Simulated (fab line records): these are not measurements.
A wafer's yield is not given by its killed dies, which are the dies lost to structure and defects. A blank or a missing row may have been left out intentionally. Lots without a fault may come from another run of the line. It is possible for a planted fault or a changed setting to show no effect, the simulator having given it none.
Comparing a struck lot with a sound one / flow rit cmos / 14 out of 202 route steps
Sound: these wafers, L155.2, L155.3, L155.6. Struck: wafers L165.2, L165.4, L165.5. The cause is given at the end.
For every step that has rows: the tool of each side, followed by ch and its chambers, followed by its first start. Under that, the readings that differ: sound wafers / struck wafers / difference of the means / sigmas: that difference in standard deviations of wafers without a fault.
alike: readings whose means differ by less than 2 such deviations, and words and numbers that are the same on both sides. not compared: withheld readings, readings that some wafer has no value for, bounds like >300 that may hide the same value, and numbers for which the record gives no deviation and whose values overlap.
A row with sigmas, a row that says differs or no value, or rows on one side alone: a step with any of these is where the two part. Non-overlapping numbers with no deviation appear without sigmas and do not part them. Lack of a reading on every wafer of one side parts them only where that side has two or more wafers.

first, 1 step without rows for these wafers: RIT_PWELL_DEVELOP_05 (develop time 68 s).
RIT_PWELL_OVL_MEAS_06:
  sound: overlay-01 at day 2 20:40; struck: overlay-01 at day 4 23:01
  alike: PWELL_OVL
then, 2 steps without rows for these wafers: RIT_PWELL_HARDBAKE_07 (time 120 s); RIT_PWELL_IMPLANT_08.
RIT_PWELL_STRIP_09: strips in O2, time 180 s.
  sound on plasma asher-03 ch 0,1, day 2 21:05; struck on plasma asher-04 ch 0, day 4 23:26
reading=drypump motor current A (A); sound=5.1 5.2 5.1; struck=6.0 6.0 6.0; difference=+0.9; sigmas=+2
  not compared: rf hours counter h
RIT_PWELL_TW_MEAS_10:
  sound: film metro-01 at day 2 21:16; struck: film metro-01 at day 4 23:37
  alike: PWELL_TW
then, 1 step without rows for these wafers: RIT_WELLDRIVE_ANNEAL_00 (time 14700 s).
RIT_WELLDRIVE_RS_MEAS_01: the measuring method here is four-point-probe.
  sound: film metro-01 at day 3 04:55; struck: film metro-02 at day 5 07:07
  alike: NWELL_RS
RIT_WELLDRIVE_RS_MEAS_02: the measuring method here is four-point-probe.
  sound: film metro-01 at day 3 05:02; struck: film metro-02 at day 5 07:14
  alike: PWELL_RS
then, 3 steps without rows for these wafers: RIT_NRETRO_HMDS_00 (prime time 60 s); RIT_NRETRO_COAT_01 (resist thk 1300 nm); RIT_NRETRO_SOFTBAKE_02 (time 60 s).
RIT_NRETRO_EXPOSE_03: exposes mask M4, target cd 43900 nm.
  sound on iline stepper-01 ch 0, day 3 05:44; struck on iline stepper-02, day 5 07:56
  no value came back on the struck wafers for exposure dose mJ cm2, focus offset nm (nm); on the sound wafers exposure dose mJ cm2 reads 249.99 250.21 249.82
  alike: mask
then, 1 step without rows for these wafers: RIT_NRETRO_PEB_04.

WHERE THEY PART
Earliest at RIT_PWELL_STRIP_09; latest, in this record, at RIT_NRETRO_EXPOSE_03.

WHY: whatever the simulator had introduced
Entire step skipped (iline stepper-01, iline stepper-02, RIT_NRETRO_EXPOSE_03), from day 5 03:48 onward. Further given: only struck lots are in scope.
